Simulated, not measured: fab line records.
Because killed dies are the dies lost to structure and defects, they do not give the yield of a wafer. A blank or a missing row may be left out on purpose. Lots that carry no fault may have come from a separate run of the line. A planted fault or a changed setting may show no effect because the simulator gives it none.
Split-lot trial + flow berkeley-cmos170 + 23 wafers read from 5 lots, route of 331 steps

## ABOUT THE SPLIT
At UCB170_ACTIVE_CVD_05 (deposits Si3N4 from SiH2Cl2/NH3, target thk 220 nm, time 3300 s), the setting sih2cl2-flow-sccm was moved away from the recipe's 25 sccm on 15 of the 23 wafers read, by -11.6% to +11.0%. This setting was run at the recipe's value on the other wafers.

The reading is taken at the split's own step.

## THE READING
Si3N4_of_ACTIVE_CVD_05.thk-nm (the simulator's own value, which no gauge read), in nm, at UCB170_ACTIVE_CVD_05 (deposits Si3N4 from SiH2Cl2/NH3, target thk 220 nm, time 3300 s). There is no usual value for it anywhere in the file. Across the 8 wafers here that went through the recipe, the average is 217.1 nm and the standard deviation 2 nm.

| wafer  | tool, chamber at the split | sih2cl2-flow-sccm as run, sccm | against the recipe | Si3N4_of_ACTIVE_CVD_05.thk-nm, nm | against lot-mates on the recipe |
|--------|----------------------------|--------------------------------|--------------------|-----------------------------------|---------------------------------|
| L075.1 | lpcvd-01, 0                | 25                             | recipe             | 214.6                             | -                               |
| L075.2 | lpcvd-01, 0                | 25                             | recipe             | 214.9                             | -                               |
| L075.6 | lpcvd-01, 0                | 25                             | recipe             | 215.7                             | -                               |
| L076.2 | -, -                       | 22.09                          | -11.6%             | 214                               | no lot-mate on the recipe       |
| L076.3 | -, -                       | 22.09                          | -11.6%             | 212.9                             | no lot-mate on the recipe       |
| L076.4 | -, -                       | 22.09                          | -11.6%             | 211.2                             | no lot-mate on the recipe       |
| L076.5 | -, -                       | 22.09                          | -11.6%             | 213.8                             | no lot-mate on the recipe       |
| L076.6 | -, -                       | 22.09                          | -11.6%             | 214.4                             | no lot-mate on the recipe       |
| L080.2 | -, -                       | 25                             | recipe             | 216.7                             | -                               |
| L080.3 | -, -                       | 25                             | recipe             | 218.5                             | -                               |
| L080.4 | -, -                       | 25                             | recipe             | 217.6                             | -                               |
| L080.5 | -, -                       | 25                             | recipe             | 217.2                             | -                               |
| L080.6 | -, -                       | 25                             | recipe             | 221.3                             | -                               |
| L082.1 | -, -                       | 22.33                          | -10.7%             | 213.6                             | no lot-mate on the recipe       |
| L082.2 | -, -                       | 22.33                          | -10.7%             | 215.1                             | no lot-mate on the recipe       |
| L082.3 | -, -                       | 22.33                          | -10.7%             | 215.4                             | no lot-mate on the recipe       |
| L082.5 | -, -                       | 22.33                          | -10.7%             | 215.4                             | no lot-mate on the recipe       |
| L082.6 | -, -                       | 22.33                          | -10.7%             | 214.5                             | no lot-mate on the recipe       |
| L083.1 | -, -                       | 27.76                          | +11.0%             | 224.3                             | no lot-mate on the recipe       |
| L083.2 | -, -                       | 27.76                          | +11.0%             | 224.1                             | no lot-mate on the recipe       |
| L083.4 | -, -                       | 27.76                          | +11.0%             | 223.2                             | no lot-mate on the recipe       |
| L083.5 | -, -                       | 27.76                          | +11.0%             | 221.7                             | no lot-mate on the recipe       |
| L083.6 | -, -                       | 27.76                          | +11.0%             | 223.4                             | no lot-mate on the recipe       |

FIT RESULTS
A straight line over all 23 wafers: Si3N4_of_ACTIVE_CVD_05.thk-nm changes by +0.402 nm for each +1% of sih2cl2-flow-sccm; r = +0.90; the points scatter about the line by 1.7 nm.
Too few moved wafers have a lot-mate on the recipe to fit a line with each lot's own level taken away.

## FILE'S OWN FIT
Si3N4_of_ACTIVE_CVD_05.thk-nm changes by +0.404 nm for each +1% of sih2cl2-flow-sccm, r = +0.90.
